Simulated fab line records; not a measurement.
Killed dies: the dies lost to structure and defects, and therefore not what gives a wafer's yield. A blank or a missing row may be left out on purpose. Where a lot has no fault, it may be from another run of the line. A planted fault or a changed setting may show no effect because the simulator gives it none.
fab line records    flow berkeley_cmos170    part 2 of 2: steps 30 to 43 of 43
record: lots: 5  wafers: 15  last_day: 13
route steps=331 shown NWELL@22 PWELL@34 WELLDRIVE@55 ACTIVE@60
lots that met no fault: from a run of the same line without faults
start_h: hours from the record's first day to the start of the lot's first wafer shown    wait_h: hours since the lot's step before    " unchanged from the row above    L1.1+2: one row covering several wafers at once    - value missing, or start not given    * or withheld: withheld    < > ~ a bound
route shown NAME@n: a module of which the file shows steps, and the number in the route of the first    usual: mean/standard deviation taken from wafers without a fault    same: alike in all rows    chamber/n: place in a boat    sites: the reading at each site    _std_site: their standard deviation    _edge_site: outer sites' mean less inner sites'    radius_mm: for every site, how far away it sits from the centre of the wafer    mask NAME#n: copy n    behind: the most recent tool/chamber to have shaped the wafer    hold: what put the lot on hold/how long, in hours/how the hold closed    device: the n, p or np transistor that did not switch    end of line: at the end of the route, the tests of the same wafers    for a step that has no rows: nothing shown but its recipe    killed: count of dies lost to structure and defects at first sort (not the wafer's yield)    map: a wafer's dies, marking killed ones x, the rest . and places with no die _
set.NAME: the setting the step ran with; set.NAME@STEP: the setting that earlier step ran with    model.NAME: the simulator's own value behind a step, which no gauge read
lots at some steps of the route; a table a step, a row a wafer
services: the hour from which a tool's chamber was out of use, counted from the record's first day as start_h (under 0 if before that day), plus the number of hours and why
== steps ==
step: UCB170_PWELL_TW_MEAS_17
usual: PWELL_TW: 379.5/2.1
lot.wafer  tool           chamber  start_h  wait_h  PWELL_TW
L078.1     film_metro-04  -        79.31    0.1     380.8
L078.4     "              -        "        "       379.3
L078.6     "              -        "        "       379.3
L079.4     film_metro-01  -        87.97    0.1     378.5
L079.5     "              -        "        "       377.7
L079.6     "              -        "        "       376.1
L083.2     film_metro-01  -        105.55   0.1     382.0
L083.3     "              -        "        "       379.0
L083.5     "              -        "        "       381.8
L093.1     film_metro-02  -        156.46   0.1     380.7
L093.2     "              -        "        "       379.9
L093.4     "              -        "        "       380.5
L096.1     film_metro-02  -        170.92   0.1     379.9
L096.5     "              -        "        "       380.7
L096.6     "              -        "        "       381.7
step: UCB170_PWELL_CLEAN_18
recipe: chemistry: SPM  temp_c: 120  time_s: 600
usual: bath_guard_temp_C: 119.7/0.49
lot.wafer  tool          chamber  start_h  wait_h  bath_guard_temp_C
L078.1     wet_bench-03  3        79.37    0.1     119.9
L078.4     "             3        "        "       120.2
L078.6     "             3        "        "       120.3
L079.4     wet_bench-03  0        88.49    0.5     118.8
L079.5     "             0        "        "       119.6
L079.6     "             0        "        "       119.5
L083.2     wet_bench-03  2        105.77   0.2     120.1
L083.3     "             2        "        "       120.4
L083.5     "             2        "        "       120.4
L093.1     wet_bench-03  2        156.52   0.1     120.0
L093.2     "             2        "        "       120.0
L093.4     "             2        "        "       119.9
L096.1     wet_bench-04  2        173.62   2.7     119.9
L096.5     "             2        "        "       119.2
L096.6     "             2        "        "       119.7
step: UCB170_PWELL_WET_ETCH_19
recipe: chemistry: H3PO4  target: Si3N4  temp_c: 160  time_s: 14400
usual: bath_guard_temp_C: 159.9/0.46
lot.wafer  tool          chamber  start_h  wait_h  bath_guard_temp_C
L078.1     wet_bench-01  0        82.57    3.0     160.0
L078.4     "             0        "        "       159.2
L078.6     "             0        "        "       160.0
L079.4     wet_bench-03  3        88.87    0.2     160.2
L079.5     "             3        "        "       159.9
L079.6     "             3        "        "       160.1
L083.2     wet_bench-03  3        105.96   0.0     160.3
L083.3     "             3        "        "       160.1
L083.5     "             3        "        "       160.2
L093.1     wet_bench-03  0        156.69   0.0     159.4
L093.2     "             0        "        "       159.3
L093.4     "             0        "        "       159.2
L096.1     wet_bench-03  0        173.86   0.1     159.1
L096.5     "             0        "        "       159.3
L096.6     "             0        "        "       159.4
step: UCB170_PWELL_WET_ETCH_20
recipe: chemistry: BOE  dilution: 5:1  target: SiO2  temp_c: 25  time_s: 22
lot.wafer   tool          chamber  start_h  wait_h
L078.1+4+6  wet_bench-01  0        86.75    0.2
L079.4+5+6  wet_bench-04  0        92.88    0.0
L083.2+3+5  wet_bench-04  3        110.19   0.2
L093.1+2+4  wet_bench-04  2        160.70   0.0
L096.1+5+6  wet_bench-03  0        178.23   0.0
step: UCB170_WELLDRIVE_CLEAN_00
recipe: chemistry: SPM  temp_c: 120  time_s: 600
usual: bath_guard_temp_C: 119.9/0.56
lot.wafer  tool          chamber  start_h  wait_h  bath_guard_temp_C
L078.1     wet_bench-03  1        87.56    0.8     120.4
L078.4     "             1        "        "       120.4
L078.6     "             1        "        "       120.3
L079.4     wet_bench-01  1        92.89    0.0     119.9
L079.5     "             1        "        "       120.0
L079.6     "             1        "        "       119.6
L083.2     wet_bench-03  1        110.33   0.1     120.6
L083.3     "             1        "        "       120.4
L083.5     "             1        "        "       120.4
L093.1     wet_bench-04  3        160.71   0.0     120.3
L093.2     "             3        "        "       120.3
L093.4     "             3        "        "       120.3
L096.1     wet_bench-03  3        178.25   0.0     120.2
L096.5     "             3        "        "       120.2
L096.6     "             3        "        "       119.9
step: UCB170_WELLDRIVE_OXIDATION_01
recipe: temp_c: 1100  ambient: O2  target_thk_a: 1990  ox_time_s: 9000
lot.wafer   tool        chamber  start_h  wait_h
L078.1+4+6  furnace-04  0        90.68    2.9
L079.4+5+6  furnace-01  0        99.66    6.6
L083.2+3+5  furnace-01  0        114.36   3.9
L093.1+2+4  furnace-04  0        164.74   3.9
L096.1+5+6  furnace-04  0        182.27   3.8
step: UCB170_WELLDRIVE_THK_MEAS_02
recipe: reads: SiO2_of_WELLDRIVE_OXIDATION_01
usual: WELLDRIVE_OXIDE_THK: 200/3.9
lot.wafer  tool           chamber  start_h  wait_h  WELLDRIVE_OXIDE_THK[nm]
L078.1     film_metro-03  -        94.18    0.0     197
L078.4     "              -        "        "       196
L078.6     "              -        "        "       194
L079.4     film_metro-01  -        103.19   0.0     204
L079.5     "              -        "        "       207
L079.6     "              -        "        "       203
L083.2     film_metro-04  -        117.87   0.0     199
L083.3     "              -        "        "       198
L083.5     "              -        "        "       201
L093.1     film_metro-01  -        168.24   0.0     192
L093.2     "              -        "        "       189
L093.4     "              -        "        "       194
L096.1     film_metro-03  -        185.77   0.0     196
L096.5     "              -        "        "       195
L096.6     "              -        "        "       198
step: UCB170_WELLDRIVE_ANNEAL_03
recipe: temp_c: 1100  time_s: 900  ambient: N2
lot.wafer   tool        chamber  start_h  wait_h
L078.1+4+6  furnace-02  0        100.32   6.1
L079.4+5+6  furnace-04  0        105.52   2.3
L083.2+3+5  furnace-04  0        122.89   5.0
L093.1+2+4  furnace-02  0        172.43   4.2
L096.1+5+6  furnace-01  0        189.99   4.2
step: UCB170_WELLDRIVE_WET_ETCH_04
recipe: chemistry: BOE  dilution: 5:1  target: SiO2  temp_c: 25  time_s: 120
lot.wafer   tool          chamber  start_h  wait_h
L078.1+4+6  wet_bench-01  1        102.92   1.4
L079.4+5+6  wet_bench-01  3        108.17   1.4
L083.2+3+5  wet_bench-03  1        127.14   3.0
L093.1+2+4  wet_bench-04  3        173.86   0.2
L096.1+5+6  wet_bench-03  1        192.21   1.0
step: UCB170_ACTIVE_CLEAN_00
recipe: chemistry: SPM  temp_c: 120  time_s: 600
usual: bath_guard_temp_C: 120.0/0.44
lot.wafer  tool          chamber  start_h  wait_h  bath_guard_temp_C
L078.1     wet_bench-01  0        103.33   0.4     119.8
L078.4     "             0        "        "       119.8
L078.6     "             0        "        "       119.9
L079.4     wet_bench-01  2        108.25   0.0     119.8
L079.5     "             2        "        "       119.4
L079.6     "             2        "        "       119.9
L083.2     wet_bench-01  0        127.41   0.2     119.7
L083.3     "             0        "        "       119.6
L083.5     "             0        "        "       119.8
L093.1     wet_bench-04  3        173.91   0.0     120.0
L093.2     "             3        "        "       120.0
L093.4     "             3        "        "       120.1
L096.1     wet_bench-04  3        193.50   1.2     120.5
L096.5     "             3        "        "       120.2
L096.6     "             3        "        "       120.0
step: UCB170_ACTIVE_CLEAN_01
recipe: chemistry: dHF  dilution: 25:1  time_s: 60
lot.wafer   tool          chamber  start_h  wait_h
L078.1+4+6  wet_bench-04  2        103.60   0.1
L079.4+5+6  wet_bench-01  3        108.42   0.0
L083.2+3+5  wet_bench-01  1        127.80   0.2
L093.1+2+4  wet_bench-04  2        174.11   0.0
L096.1+5+6  wet_bench-01  2        193.80   0.1
step: UCB170_ACTIVE_OXIDATION_02
recipe: temp_c: 1000  ambient: O2  target_thk_a: 264  ox_time_s: 1260
lot.wafer   tool        chamber  start_h  wait_h
L078.1+4+6  furnace-01  0        106.16   2.5
L079.4+5+6  furnace-04  0        112.68   4.2
L083.2+3+5  furnace-02  0        130.03   2.2
L093.1+2+4  furnace-02  0        178.95   4.8
L096.1+5+6  furnace-01  0        197.56   3.7
step: UCB170_ACTIVE_THK_MEAS_03
recipe: reads: SiO2_of_ACTIVE_OXIDATION_02
usual: ACTIVE_OXIDE_THK: 26.4/0.45
lot.wafer  tool           chamber  start_h  wait_h  ACTIVE_OXIDE_THK[nm]
L078.1     film_metro-03  -        107.62   0.1     27.0
L078.4     "              -        "        "       26.9
L078.6     "              -        "        "       27.2
L079.4     film_metro-03  -        114.06   0.0     26.8
L079.5     "              -        "        "       26.7
L079.6     "              -        "        "       26.6
L083.2     film_metro-04  -        131.39   0.0     25.9
L083.3     "              -        "        "       26.0
L083.5     "              -        "        "       25.9
L093.1     film_metro-03  -        180.30   0.0     26.3
L093.2     "              -        "        "       26.1
L093.4     "              -        "        "       26.0
L096.1     film_metro-02  -        198.93   0.0     26.8
L096.5     "              -        "        "       27.1
L096.6     "              -        "        "       27.0
step: UCB170_ACTIVE_ANNEAL_04
recipe: temp_c: 1000  time_s: 900  ambient: N2
lot.wafer   tool        chamber  start_h  wait_h
L078.1+4+6  furnace-04  0        109.77   2.1
L079.4+5+6  furnace-02  0        119.18   5.1
L083.2+3+5  furnace-01  0        135.24   3.8
L093.1+2+4  furnace-02  0        184.40   4.1
L096.1+5+6  furnace-04  0        203.37   4.4
== services ==
tool            chamber  start_h  hours  kind
krf_scanner-02  -        28.72    4.3    repair
krf_scanner-01  -        33.36    1.0    repair
rie_diel-02     -        45.85    0.2    repair
krf_scanner-01  -        51.33    11.6   pm
rie_diel-04     -        51.45    9.3    repair
krf_scanner-01  -        62.88    1.3    pm
krf_scanner-01  -        72.40    17.4   repair
rie_diel-04     -        72.72    14.6   pm
krf_scanner-02  -        90.26    0.8    pm
krf_scanner-02  -        91.01    1.0    pm
furnace-01      -        94.78    3.2    pm
krf_scanner-01  -        97.57    1.0    pm
rie_diel-02     -        108.56   1.7    repair
rie_diel-02     -        110.21   2.8    pm
krf_scanner-02  -        122.40   7.2    pm
rie_diel-02     -        126.67   1.3    repair
krf_scanner-01  -        133.64   0.8    pm
implanter-03    -        135.85   5.5    repair
krf_scanner-02  -        147.29   1.3    pm
furnace-04      -        175.34   3.9    pm
krf_scanner-02  -        183.94   4.4    pm
krf_scanner-02  -        188.32   3.6    pm
furnace-01      -        191.24   3.7    pm
krf_scanner-02  -        194.14   4.0    pm
